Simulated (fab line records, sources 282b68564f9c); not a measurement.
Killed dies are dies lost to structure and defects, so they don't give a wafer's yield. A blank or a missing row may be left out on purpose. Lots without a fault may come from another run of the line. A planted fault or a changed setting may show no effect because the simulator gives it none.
A struck lot beside a sound one | flow rit_cmos | 14 steps out of a route of 202
Sound: wafers L805.1, L805.2, L805.3. Struck: wafers L797.3, L797.5, L797.6. The cause comes at the end.
At each step with rows: each side's tool, then ch and its chambers, then its first start. Under that, the readings that differ: sound wafers | struck wafers | difference of the means | sigmas: that difference in standard deviations of wafers without a fault.
alike: readings whose means differ by less than 2 such deviations, and words and numbers that are the same on both sides. not compared: withheld readings, readings that some wafer has no value for, bounds like >300 that may hide the same value, and numbers for which the record gives no deviation and whose values overlap.
The two part at a step that has a row with sigmas, a row that says differs or no value, or rows on one side only. Numbers that don't overlap but have no deviation are shown without sigmas and don't part them. A reading that every wafer of one side lacks parts them only if that side has two wafers or more.

first, 4 steps without rows for these wafers: RIT_ACTIVE_SOFTBAKE_07 (time 60 s); RIT_ACTIVE_EXPOSE_08 (exposes mask M1, target cd 1400 nm); RIT_ACTIVE_PEB_09; RIT_ACTIVE_DEVELOP_10 (develop time 51 s).
RIT_ACTIVE_CD_MEAS_11: target cd 1400 nm.
  sound on cd_sem-02, day 5 18:26; struck on cd_sem-01, day 4 02:36
  alike: cd_nm
then, 1 step without rows for these wafers: RIT_ACTIVE_HARDBAKE_12 (time 60 s).
RIT_ACTIVE_ETCH_13: etches Si3N4 in SF6, stops on SiO2, time 210 s, target depth 210 nm.
  sound on rie_diel-03 ch 1,2,3, day 5 18:43; struck on rie_diel-03 ch 0,1,3, day 4 02:50
  alike: drypump_motor_current_A, oes_product_au, throttle_valve_pct
  not compared: rf_hours_counter_h
RIT_ACTIVE_STRIP_14: strips in O2, time 180 s.
  sound on plasma_asher-03 ch 0,1, day 5 18:50; struck on plasma_asher-03 ch 0,1, day 4 03:02
  alike: drypump_motor_current_A, o2_flow_sccm
  not compared: rf_hours_counter_h
RIT_ACTIVE_CD_MEAS_90: target cd 1400 nm.
  sound on cd_sem-01, day 5 19:01; struck on cd_sem-02, day 4 03:11
  alike: cd_nm
then, 3 steps without rows for these wafers: RIT_ACTIVE_CLEAN_15 (cleans in SC1, time 600 s); RIT_ACTIVE_CLEAN_16 (cleans in dHF, time 30 s); RIT_ACTIVE_CLEAN_17 (cleans in SC2, time 600 s).
RIT_FOX1_OXIDATION_00: target thk 350.7 nm, ox time 1130 s.
  sound on furnace-01 ch 0, day 5 19:41; struck on furnace-01, day 4 03:38
  no value came back on the struck wafers for ox_temp_c (C), ox_temp_c_max, zone_power_centre_pct (%), zone_power_load_pct (%); on the sound wafers ox_temp_c (C) reads 1099.7 1099.3 1099.4
  reading                                  | sound           | struck            | difference | sigmas
  model.Si3N4_of_ACTIVE_CVD_03.thk_nm (nm) | 142.2 143.1 142 | 149.9 150.8 151.1 | +8.2       |
RIT_FOX1_WET_ETCH_02: etches SiO2 in BOE, target depth 350 nm, time 390 s.
  sound on wet_bench-03 ch 2, day 5 21:03; struck on wet_bench-03 ch 1, day 4 05:01
  reading                                  | sound             | struck          | difference | sigmas
  model.Si3N4_of_ACTIVE_CVD_03.thk_nm (nm) | 137.5 138.4 137.2 | 145.2 146 146.3 | +8.1       |
  alike: temp_c

WHERE THEY PART
Only at RIT_FOX1_OXIDATION_00, within this record. Later steps at which nothing parts them and some readings are alike: RIT_FOX1_WET_ETCH_02.

WHY: what the simulator had put in
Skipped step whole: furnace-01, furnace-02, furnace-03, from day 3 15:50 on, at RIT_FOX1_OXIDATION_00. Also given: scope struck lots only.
